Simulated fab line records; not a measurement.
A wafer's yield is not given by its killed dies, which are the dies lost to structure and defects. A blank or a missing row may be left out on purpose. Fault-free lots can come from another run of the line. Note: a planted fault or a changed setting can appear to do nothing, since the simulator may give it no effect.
Comparing a struck lot with a sound one :: flow berkeley_cmos170 :: 14 steps out of a route of 331
Sound: these wafers, L775.2, L775.3, L775.6. Wafers L774.2, L774.4, L774.5 were the ones struck. The cause is named last.
Per side, at each step with rows, come the tool, then ch with its chambers, and then its first start. Under that, the readings that differ: sound wafers :: struck wafers :: difference of the means :: sigmas: that difference in standard deviations of wafers without a fault.
alike: a reading whose means differ by less than 2 such deviations, as well as words and numbers matching on both sides. not compared: withheld readings; readings where some wafer has no value; bounds like >300 that might hide an equal value; numbers whose values overlap and for which the record gives no deviation.
Wherever a step has rows on one side only, a row that says differs or no value, or a row with sigmas, the two part there. Non-overlapping numbers with no deviation appear without sigmas and do not part them. A reading that every wafer of one side lacks parts them only if that side has two wafers or more.

first, 1 step without rows for these wafers: UCB170_CONTACT_CVD_01 (deposits PSG from SiH4/O2/PH3, target thk 700 nm, time 2820 s).
UCB170_CONTACT_THK_MEAS_02:
  struck on film_metro-04, day 7 17:29; sound on film_metro-01, day 7 17:00
  alike: CONTACT_PSG_THK
then, 3 steps without rows for these wafers: UCB170_CONTACT_HMDS_03 (prime time 60 s); UCB170_CONTACT_COAT_04 (resist thk 900 nm); UCB170_CONTACT_SOFTBAKE_05 (time 60 s).
UCB170_CONTACT_STRIP_06: strips in O2.
  sound on plasma_asher-04 ch 0,1, day 7 17:38; struck on plasma_asher-04 ch 1, day 7 17:59
  alike: drypump_motor_current_A, oes_product_au, strip_time_to_endpoint_s
  not compared: rf_hours_counter_h
then, 1 step without rows for these wafers: UCB170_CONTACT_CLEAN_07 (cleans in SPM, time 600 s).
UCB170_CONTACT_RTA_08: time 10 s.
  sound on rtp_anneal-02 ch 0, day 7 17:55; struck on rtp_anneal-01 ch 0, day 7 18:16
reading: wafer_temp_C_max
sound: 902.7 903.5 903.7
struck: 906.9 905.1 903.9
difference: +2.0
sigmas: +2
  alike: lamp_power_pct
then, 4 steps without rows for these wafers: UCB170_CONTACT_COAT_09; UCB170_CONTACT_COAT_10 (resist thk 900 nm); UCB170_CONTACT_SOFTBAKE_11 (time 60 s); UCB170_CONTACT_EXPOSE_12 (exposes mask CONT, target cd 700 nm).
UCB170_CONTACT_PEB_13:
  sound on litho_track-01 ch 0, day 7 19:47; struck on litho_track-04, day 7 20:22
  no value came back on the struck wafers for chill_plate_temp_C (C), exhaust_pa (Pa); on the sound wafers chill_plate_temp_C (C) reads 23.12 23.04 23.11
then, 1 step without rows for these wafers: UCB170_CONTACT_DEVELOP_14 (develop time 45 s).

WHERE THEY PART
Earliest at UCB170_CONTACT_RTA_08; latest, in this record, at UCB170_CONTACT_PEB_13.

WHY: the cause the simulator had injected
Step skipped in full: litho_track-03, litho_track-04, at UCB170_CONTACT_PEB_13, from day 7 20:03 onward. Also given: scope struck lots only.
